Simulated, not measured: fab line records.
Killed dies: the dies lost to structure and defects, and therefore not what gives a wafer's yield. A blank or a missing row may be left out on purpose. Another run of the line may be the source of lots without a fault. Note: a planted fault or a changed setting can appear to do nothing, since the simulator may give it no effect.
Split-lot study | flow berkeleyCmos170 | 23 wafers read from 5 lots, route of 331 steps

## ABOUT THE SPLIT
At UCB170_M3_SPUTTER_01 (material Al, target thk 900 nm, time 120 s), the setting timeS was moved away from the recipe's 120 s on 5 of the 23 wafers read, by -7.2% to +11.1%. The other wafers ran this setting at the recipe's value.

## FROM THE SPLIT ON TO THE READING: in between, the file shows 1 step
- UCB170_M3_RS_MEAS_02: measures by four-point-probe

## THE READING
M3_AL_THK, in nm, at UCB170_M3_THK_MEAS_03 (measures by xrf). Fault-free wafers of this fab line usually give 895 nm, standard deviation 12 nm.

wafer  | tool, chamber at the split | timeS as run, s | against the recipe | M3_AL_THK, nm | against lot-mates on the recipe
L075.1 | pvdSputter-01, -           | 111.4           | -7.2%              | 802           | -69
L075.2 | pvdSputter-01, -           | 111.4           | -7.2%              | 824           | -47
L075.3 | pvdSputter-01, -           | 120             | recipe             | 868           | -
L075.4 | pvdSputter-01, -           | 120             | recipe             | 874           | -
L075.6 | pvdSputter-01, -           | 120             | recipe             | 871           | -
L076.2 | pvdSputter-01, -           | 120             | recipe             | 906           | -
L076.3 | pvdSputter-01, -           | 120             | recipe             | 896           | -
L076.4 | pvdSputter-01, -           | 120             | recipe             | 880           | -
L076.5 | pvdSputter-01, -           | 120             | recipe             | 893           | -
L076.6 | pvdSputter-01, -           | 120             | recipe             | 888           | -
L078.2 | pvdSputter-01, -           | 120             | recipe             | 895           | -
L078.3 | pvdSputter-01, -           | 120             | recipe             | 904           | -
L078.4 | pvdSputter-01, -           | 120             | recipe             | 884           | -
L078.5 | pvdSputter-01, -           | 120             | recipe             | 887           | -
L078.6 | pvdSputter-01, -           | 120             | recipe             | 894           | -
L081.1 | pvdSputter-04, -           | 120             | recipe             | 898           | -
L081.3 | pvdSputter-04, -           | 120             | recipe             | 912           | -
L081.4 | pvdSputter-04, -           | 120             | recipe             | 904           | -
L084.1 | pvdSputter-01, -           | 120             | recipe             | 889           | -
L084.2 | pvdSputter-01, -           | 133.3           | +11.1%             | 1004          | +110
L084.3 | pvdSputter-01, -           | 133.3           | +11.1%             | 987           | +94
L084.5 | pvdSputter-01, -           | 120             | recipe             | 898           | -
L084.6 | pvdSputter-01, -           | 133.3           | +11.1%             | 989           | +96

FIT RESULTS
A straight line over all 23 wafers: M3_AL_THK changes by +9.64 nm for each +1% of timeS; r = +0.96; the points scatter about the line by 12 nm.
The same after taking each lot's own level away (the mean of its wafers on the recipe; 23 wafers): +8.78 nm for each +1%; r = +0.98; scatter 7.7 nm.
According to that fit, moving timeS by its largest amount changes the reading by 97 nm.
Measured against the standard deviation above, the lots' own levels, which go from 871.0 to 904.7 nm, span 2.8 times it.
So the lot-to-lot level changes the slope little: the two slopes agree.
Check: +93.3 nm against its lot-mates is what the line predicts for one of the wafers moved furthest among these (+11.1%) when that wafer is left out of the fit. Against them it came out at +110 nm.

## OTHER SPLITS ON THESE WAFERS
Other splits were also applied to these wafers ahead of the reading. Each is held against what the fit with the lots' levels taken away leaves over:
other split on the same wafers   | wafers away from the commonest value | r with M3_AL_THK (lot level and that fit taken away)
UCB170_M2_SPUTTER_01 powerW      | 11                                   | -0.12
UCB170_M2_STRIP_07 o2FlowSccm    | 7                                    | -0.13
UCB170_V2_CMP_02 leaveAboveRefNm | 4                                    | +0.18
UCB170_V2_EXPOSE_09 doseMj       | 8                                    | -0.26

## THE WHOLE CHAIN: every reading that the file lists as answering this split, in the file's order
step                  | what it does                               | reading                                                                    | change (the file's fit)               | r (the file's)
UCB170_M3_SPUTTER_01  | material Al, target thk 900 nm, time 120 s | Al_of_M3_SPUTTER_01.thkNm (the simulator's own value, which no gauge read) | +9.03 nm for each +1% of the setting  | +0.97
UCB170_M3_RS_MEAS_02  | measures by four-point-probe               | M3_AL_RS                                                                   | -0.000317 for each +1% of the setting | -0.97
UCB170_M3_THK_MEAS_03 | measures by xrf                            | M3_AL_THK                                                                  | +8.75 for each +1% of the setting     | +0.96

## THE FILE'S OWN FIT
M3_AL_THK changes by +8.75 nm for each +1% of timeS, r = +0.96.
